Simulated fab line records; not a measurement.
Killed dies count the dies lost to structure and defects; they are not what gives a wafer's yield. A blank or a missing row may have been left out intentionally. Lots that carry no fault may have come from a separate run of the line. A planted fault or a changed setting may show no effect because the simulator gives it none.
Which tool is to blame? | flow berkeley cmos170 | Sampling: 13 lots, 39 wafers, 4 of 331 route steps

WHAT THE GAUGES SHOWED, per wafer
UCB170_PSD_TW_MEAS_10.
lot  | measured     | on            | PSD_TW
L491 | day 8 13:51  | film metro-02 | 2292 2294 2314
L496 | day 8 14:23  | film metro-01 | 2292 2298 2293
L495 | day 8 14:13  | film metro-04 | 2371 2379 2375
L497 | day 9 04:50  | film metro-04 | 2374 2380 2378
L498 | day 10 00:17 | film metro-02 | 2321 2312 2328
L500 | day 10 00:52 | film metro-01 | 2317 2332 2317
L499 | day 10 00:35 | film metro-04 | 2359 2366 2351
L503 | day 10 12:20 | film metro-01 | 2305 2324 2309
L504 | day 10 12:29 | film metro-02 | 2333 2337 2328
L502 | day 10 12:35 | film metro-01 | 2315 2324 2317
L505 | day 11 05:14 | film metro-04 | 2374 2381 2374
L508 | day 11 12:59 | film metro-04 | 2375 2381 2373
L509 | day 12 07:37 | film metro-02 | 2305 2306 2307

UCB170_SDANNEAL_RS_MEAS_05: uses a four-point probe to measure.
lot  | measured     | on            | NLDD_RS (ohm/sq)
L491 | day 8 18:19  | film metro-02 | 615.6 614.1 614.9
L496 | day 8 19:13  | film metro-01 | 617.2 617.0 617.7
L495 | day 8 18:41  | film metro-01 | 616.2 616.7 617.2
L497 | day 9 08:32  | film metro-02 | 614.8 613.9 614.3
L498 | day 10 04:21 | film metro-04 | 616.0 615.8 616.3
L500 | day 10 05:07 | film metro-02 | 613.6 614.1 614.2
L499 | day 10 04:50 | film metro-01 | 614.3 614.1 614.8
L503 | day 10 16:11 | film metro-04 | 614.9 615.8 614.9
L504 | day 10 16:25 | film metro-01 | 618.4 615.7 615.1
L502 | day 10 16:47 | film metro-02 | 614.3 614.2 613.8
L505 | day 11 08:17 | film metro-04 | 617.2 617.1 617.1
L508 | day 11 17:35 | film metro-04 | 618.0 618.3 616.4
L509 | day 12 14:01 | film metro-04 | 575.3 561.9 538.0

EACH LOT AND THE TOOL THAT RAN IT (in order: tool; ch and the chambers of the sampled wafers; start)
lot  | UCB170_PLDD_STRIP_10                 | UCB170_NLDD_IMPLANT_09
L491 | plasma asher-03 ch 0,1, day 8 00:45  | implanter-01 ch 0, day 8 03:46
L496 | plasma asher-03 ch 0,1, day 8 01:36  | implanter-02 ch 0, day 8 04:23
L495 | plasma asher-02 ch 0,1, day 8 01:40  | implanter-01 ch 0, day 8 04:25
L497 | plasma asher-03 ch 0,1, day 8 16:50  | implanter-02 ch 0, day 8 19:17
L498 | plasma asher-04 ch 0,1, day 9 12:19  | implanter-02 ch 0, day 9 14:07
L500 | plasma asher-02 ch 0,1, day 9 12:32  | implanter-01 ch 0, day 9 15:10
L499 | plasma asher-03 ch 0,1, day 9 12:48  | implanter-02 ch 0, day 9 15:32
L503 | plasma asher-02 ch 0,1, day 10 01:10 | implanter-03 ch 0, day 10 03:27
L504 | plasma asher-03 ch 0,1, day 10 01:44 | implanter-01 ch 0, day 10 04:15
L502 | plasma asher-04 ch 0,1, day 10 02:00 | implanter-02 ch 0, day 10 04:25
L505 | plasma asher-03 ch 0,1, day 10 14:19 | implanter-02 ch 0, day 10 15:56
L508 | plasma asher-04 ch 0,1, day 11 03:08 | implanter-03 ch 0, day 11 05:23
L509 | plasma asher-02 ch 0,1, day 11 18:10 | implanter-01 ch 0, day 11 19:47
- UCB170_PLDD_STRIP_10: strips in O2.
- UCB170_NLDD_IMPLANT_09

AS READ BY THE TOOLS THEMSELVES (means over the sampled wafers that have a number; for cases with no such wafer, the mark the record gives instead)
UCB170_PLDD_STRIP_10.
lot  | tool            | drypump motor current A (A) | oes product au (a.u.) | strip time to endpoint s (s)
L491 | plasma asher-03 | 5.7                         | 0.731                 | 21.58
L496 | plasma asher-03 | 5.7                         | 0.742                 | 21.51
L495 | plasma asher-02 | 5.8                         | 0.729                 | 21.54
L497 | plasma asher-03 | 5.7                         | 0.735                 | 21.66
L498 | plasma asher-04 | 5.1                         | 0.735                 | 21.74
L500 | plasma asher-02 | 5.5                         | 0.736                 | 21.64
L499 | plasma asher-03 | 5.7                         | 0.737                 | 21.64
L503 | plasma asher-02 | 5.5                         | 0.736                 | 21.66
L504 | plasma asher-03 | 5.7                         | 0.737                 | 21.62
L502 | plasma asher-04 | 5.1                         | 0.734                 | 21.67
L505 | plasma asher-03 | 5.7                         | 0.734                 | 21.50
L508 | plasma asher-04 | 5.2                         | 0.731                 | 21.60
L509 | plasma asher-02 | 5.8                         | 0.734                 | 21.58

THE ANSWER, worked out from the rows above alone
Rule: the lots themselves supply what counts as usual. The widest of any qualifying gaps counts: lots, ordered by their means at a reading, are off when they make up no more than a third of the lots, leave a main group of 4 or more, and stand apart from it by 3 or more times the standard deviation of that group's means. A main group is skipped when, at the precision printed for the reading in the tables above, its means are all equal. A lot without any number at a reading at which 4 lots or more have one is off too. All remaining lots with rows at the step are treated as sound. The gauges are gone through in route order, then the tools' own readings, and for those a lot's mean is taken as printed above. At the first step where some lot is off, the reading lying furthest off is the one used; lots without a number count as furthest.
Off: L509, seen at UCB170_SDANNEAL_RS_MEAS_05 (NLDD_RS). Main group: mean 615.7 ohm/sq, sd 1.3.
A tool fits if, at a process step before that reading, it ran every lot that is off, and no sound lot after the first of them. Those tools and the gauges at UCB170_SDANNEAL_RS_MEAS_05 are tried in the same way. Can't be told from this: 3 tools fit, plasma asher-02 at UCB170_PLDD_STRIP_10, implanter-01 at UCB170_NLDD_IMPLANT_09, film metro-04 at UCB170_SDANNEAL_RS_MEAS_05.

WHAT HAD BEEN PUT IN BY THE SIMULATOR
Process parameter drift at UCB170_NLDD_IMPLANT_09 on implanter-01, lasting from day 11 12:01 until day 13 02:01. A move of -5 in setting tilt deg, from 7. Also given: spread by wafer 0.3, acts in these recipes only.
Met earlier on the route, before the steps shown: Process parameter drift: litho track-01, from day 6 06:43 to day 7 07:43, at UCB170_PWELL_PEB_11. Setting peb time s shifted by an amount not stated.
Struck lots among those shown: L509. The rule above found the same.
